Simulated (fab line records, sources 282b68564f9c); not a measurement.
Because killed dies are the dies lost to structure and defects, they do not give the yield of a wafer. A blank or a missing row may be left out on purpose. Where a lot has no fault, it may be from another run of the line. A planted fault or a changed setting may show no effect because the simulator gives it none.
Struck lot and sound lot, side by side ; flow rit_cmos ; 44 out of 202 route steps
Sound: wafers L552.2, L552.3, L552.6. Wafers struck: L570.2, L570.3, L570.6. The cause comes at the end.
For every step that has rows: the tool of each side, followed by ch and its chambers, followed by its first start. Under that, the readings that differ: sound wafers ; struck wafers ; difference of the means ; sigmas: that difference in standard deviations of wafers without a fault.
alike: readings with means less than 2 such deviations apart, plus words and numbers identical on both sides. not compared: withheld readings, readings lacking a value on some wafer, bounds such as >300 that could conceal the same value, and numbers that have no deviation in the record and whose values overlap.
The two part at a step that has a row with sigmas, a row that says differs or no value, or rows on one side only. Non-overlapping numbers with no deviation appear without sigmas and do not part them. A reading missing from all wafers of one side parts the sides only when that side holds two or more wafers.

first, 2 steps without rows for these wafers: RIT_NLDD_HARDBAKE_07 (time 60 s); RIT_NLDD_IMPLANT_08.
RIT_NLDD_STRIP_09: strips in O2, time 180 s.
  sound on plasma_asher-03 ch 0,1, day 3 15:43; struck on plasma_asher-04 ch 0,1, day 7 09:41
reading;sound;struck;difference;sigmas
drypump_motor_current_A (A);5.46 5.97 5.98;5.42 5.06 5.03;-0.63;-2
  not compared: rf_hours_counter_h
RIT_NLDD_TW_MEAS_10:
  struck on film_metro-04, day 7 09:53; sound on film_metro-02, day 3 15:54
  alike: NLDD_TW
then, 6 steps without rows for these wafers: RIT_PLDD_HMDS_00 (prime time 60 s); RIT_PLDD_COAT_01 (resist thk 1013 nm); RIT_PLDD_SOFTBAKE_02 (time 60 s); RIT_PLDD_EXPOSE_03 (exposes mask M8, target cd 40900 nm); RIT_PLDD_PEB_04; RIT_PLDD_DEVELOP_05 (develop time 50 s).
RIT_PLDD_OVL_MEAS_06:
  struck on overlay-01, day 7 10:55; sound on overlay-01, day 3 16:56
  alike: PLDD_OVL
then, 1 step without rows for these wafers: RIT_PLDD_HARDBAKE_07 (time 60 s).
RIT_PLDD_IMPLANT_08:
  sound on implanter-03 ch 0, day 3 17:08; struck on implanter-03 ch 0, day 7 11:07
reading;sound;struck;difference;sigmas
beam_energy_keV;20.008 20.001 19.993;19.561 19.565 19.575;-0.434;-70
model.implant.drp_nm (nm);9.752 9.752 9.752;9.6 9.6 9.6;-0.2;
  alike: dose_ions_cm2
RIT_PLDD_STRIP_09: strips in O2, time 180 s.
  sound on plasma_asher-02 ch 0,1, day 3 17:16; struck on plasma_asher-03 ch 0,1, day 7 11:14
  alike: drypump_motor_current_A
  not compared: rf_hours_counter_h
RIT_PLDD_TW_MEAS_10:
  struck on film_metro-04, day 7 11:25; sound on film_metro-03, day 3 17:27
  alike: PLDD_TW
then, 4 steps without rows for these wafers: RIT_SPACER_CLEAN_00 (cleans in SC1, time 600 s); RIT_SPACER_CLEAN_01 (cleans in dHF, time 30 s); RIT_SPACER_CLEAN_02 (cleans in SC2, time 600 s); RIT_SPACER_CVD_03 (deposits Si3N4 from SiH2Cl2/NH3, target thk 250 nm, time 3300 s).
RIT_SPACER_THK_MEAS_04:
  struck on film_metro-04, day 7 13:48; sound on film_metro-04, day 3 19:47
  alike: SPACER_NITRIDE_THK
RIT_SPACER_ETCHBACK_05: etches Si3N4 in SF6/CHF3, stops on SiO2, target depth 250 nm, time 230.9 s.
  sound on rie_diel-03 ch 1,2,3, day 3 19:50; struck on rie_diel-01 ch 0,2,3, day 7 13:51
  alike: drypump_motor_current_A, oes_product_au, throttle_valve_pct
  not compared: rf_hours_counter_h
then, 6 steps without rows for these wafers: RIT_NSD_HMDS_00 (prime time 60 s); RIT_NSD_COAT_01 (resist thk 1000 nm); RIT_NSD_SOFTBAKE_02 (time 60 s); RIT_NSD_EXPOSE_03 (exposes mask M9, target cd 40700 nm); RIT_NSD_PEB_04; RIT_NSD_DEVELOP_05 (develop time 50 s).
RIT_NSD_OVL_MEAS_06:
  struck on overlay-02, day 7 14:59; sound on overlay-01, day 3 20:58
reading;sound;struck;difference;sigmas
NSD_OVL (nm);-6.3 -5.9 -4.9;-1.4 -1.4 -1.1;+4.4;+2
then, 2 steps without rows for these wafers: RIT_NSD_HARDBAKE_07 (time 60 s); RIT_NSD_IMPLANT_08.
RIT_NSD_STRIP_09: strips in O2, time 180 s.
  sound on plasma_asher-04 ch 0,1, day 3 21:18; struck on plasma_asher-04 ch 0,1, day 7 15:19
  alike: drypump_motor_current_A
  not compared: rf_hours_counter_h
RIT_NSD_TW_MEAS_10:
  struck on film_metro-03, day 7 15:29; sound on film_metro-02, day 3 21:29
  alike: NSD_TW
then, 6 steps without rows for these wafers: RIT_PSD_HMDS_00 (prime time 60 s); RIT_PSD_COAT_01 (resist thk 1000 nm); RIT_PSD_SOFTBAKE_02 (time 60 s); RIT_PSD_EXPOSE_03 (exposes mask M10, target cd 40900 nm); RIT_PSD_PEB_04; RIT_PSD_DEVELOP_05 (develop time 50 s).
RIT_PSD_OVL_MEAS_06:
  struck on overlay-02, day 7 16:24; sound on overlay-01, day 3 22:33
  alike: PSD_OVL
then, 2 steps without rows for these wafers: RIT_PSD_HARDBAKE_07 (time 60 s); RIT_PSD_IMPLANT_08.
RIT_PSD_STRIP_09: strips in O2, time 180 s.
  sound on plasma_asher-04 ch 0, day 3 22:53; struck on plasma_asher-02 ch 0,1, day 7 16:44
  alike: drypump_motor_current_A
  not compared: rf_hours_counter_h
RIT_SDANNEAL_RS_MEAS_06: measurement is done with a four-point probe.
  struck on film_metro-02, day 7 17:44; sound on film_metro-03, day 3 23:48
reading;sound;struck;difference;sigmas
PLDD_RS (ohm/sq);178.8 178.4 179.2;180.1 180.5 180.5;+1.6;+3
RIT_M1_PROBE_99:
  rows exist in the record for the struck wafers here (prober-02, day 8 01:02), but not for the sound ones

== WHERE THEY PART ==
First at RIT_NLDD_STRIP_09; last, within this record, at RIT_M1_PROBE_99.

WHY: the cause the simulator had injected
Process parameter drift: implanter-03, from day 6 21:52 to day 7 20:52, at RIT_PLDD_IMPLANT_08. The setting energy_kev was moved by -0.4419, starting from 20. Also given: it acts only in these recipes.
